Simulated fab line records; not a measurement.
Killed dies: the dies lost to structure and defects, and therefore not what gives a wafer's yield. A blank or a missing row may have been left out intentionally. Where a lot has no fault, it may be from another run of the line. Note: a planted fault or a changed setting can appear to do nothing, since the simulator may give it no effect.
Split-lot experiment | flow rit-cmos | on a route of 202 steps: 5 lots, 23 wafers read

== THE SPLIT ITSELF ==
At RIT_PLDD_COAT_01 (resist thk 1000 nm), the setting resist-thk-nm was moved away from the recipe's 1000 nm on 8 of the 23 wafers read, by -2.2% to +1.6%. For the rest of the wafers, this setting stayed at what the recipe calls for.

== FROM THE SPLIT TO THE READING: what the file shows between them, 3 steps ==
- RIT_PLDD_SOFTBAKE_02: time 60 s
- RIT_PLDD_EXPOSE_03: exposes mask M8, target cd 40900 nm
- RIT_PLDD_DEVELOP_05: develop time 50 s

== THE READING ==
NOVOLAK_of_PLDD_COAT_01.thk-nm (the simulator's own value, which no gauge read), in nm, at RIT_PLDD_HARDBAKE_07 (time 60 s). No usual value for it is given in the file. Across the 15 wafers here that went through the recipe, the average is 884.1 nm and the standard deviation 2.6 nm.

wafer  | tool, chamber at the split | resist-thk-nm as run, nm | against the recipe | NOVOLAK_of_PLDD_COAT_01.thk-nm, nm | against lot-mates on the recipe
L075.2 | litho-track-04, 0          | 1000                     | recipe             | 885.1                              | -
L075.3 | litho-track-04, 0          | 1000                     | recipe             | 882.8                              | -
L075.4 | litho-track-04, 0          | 1000                     | recipe             | 882.5                              | -
L075.5 | litho-track-04, 0          | 1000                     | recipe             | 883.9                              | -
L075.6 | litho-track-04, 0          | 1000                     | recipe             | 884.3                              | -
L078.1 | litho-track-03, 0          | 978.3                    | -2.2%              | 861.2                              | -17.1
L078.2 | litho-track-03, 0          | 978.3                    | -2.2%              | 860.7                              | -17.6
L078.3 | litho-track-03, 0          | 1000                     | recipe             | 878.6                              | -
L078.5 | litho-track-03, 0          | 1000                     | recipe             | 878                                | -
L078.6 | litho-track-03, 0          | 978.3                    | -2.2%              | 863.6                              | -14.7
L079.1 | litho-track-03, 0          | 1000                     | recipe             | 885.5                              | -
L079.2 | litho-track-03, 0          | 1000                     | recipe             | 887.6                              | -
L079.3 | litho-track-03, 0          | 1016                     | +1.6%              | 901                                | +14.4
L079.4 | litho-track-03, 0          | 1000                     | recipe             | 886.7                              | -
L079.6 | litho-track-03, 0          | 1016                     | +1.6%              | 903.3                              | +16.7
L082.1 | litho-track-02, 0          | 1000                     | recipe             | 884.5                              | -
L082.2 | litho-track-02, 0          | 1000                     | recipe             | 885.6                              | -
L082.3 | litho-track-02, 0          | 1000                     | recipe             | 886.5                              | -
L084.1 | litho-track-02, 0          | 983.7                    | -1.6%              | 871.2                              | -13.5
L084.2 | litho-track-02, 0          | 1000                     | recipe             | 883.7                              | -
L084.3 | litho-track-02, 0          | 983.7                    | -1.6%              | 870.2                              | -14.5
L084.4 | litho-track-02, 0          | 983.7                    | -1.6%              | 869                                | -15.7
L084.6 | litho-track-02, 0          | 1000                     | recipe             | 885.6                              | -

THE FIT
A straight line over all 23 wafers: NOVOLAK_of_PLDD_COAT_01.thk-nm changes by +10.1 nm for each +1% of resist-thk-nm; r = +0.97; the points scatter about the line by 2.5 nm.
The same after taking each lot's own level away (the mean of its wafers on the recipe; 23 wafers): +8.48 nm for each +1%; r = +0.99; scatter 1.4 nm.
On that fit, the largest move of resist-thk-nm shifts the reading by 18 nm.
Measured against the standard deviation above, the lots' own levels, which go from 878.30 to 886.60 nm, span 3.1 times it.
So the lot-to-lot level changes the slope: the two fits differ.
Check: -18.3 nm against its lot-mates is what the line predicts for one of the wafers moved furthest among these (-2.2%) when that wafer is left out of the fit. Against them it came out at -17.1 nm.

== THE WHOLE CHAIN: every reading that the file lists as answering this split, in the file's order ==
step                 | what it does       | reading                                                                         | change (the file's fit)              | r (the file's)
RIT_PLDD_COAT_01     | resist thk 1000 nm | NOVOLAK_of_PLDD_COAT_01.thk-nm (the simulator's own value, which no gauge read) | +9.71 nm for each +1% of the setting | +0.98
RIT_PLDD_HARDBAKE_07 | time 60 s          | NOVOLAK_of_PLDD_COAT_01.thk-nm (the simulator's own value, which no gauge read) | +8.48 nm for each +1% of the setting | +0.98

== THE FILE'S OWN FIT ==
NOVOLAK_of_PLDD_COAT_01.thk-nm changes by +8.48 nm for each +1% of resist-thk-nm, r = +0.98.
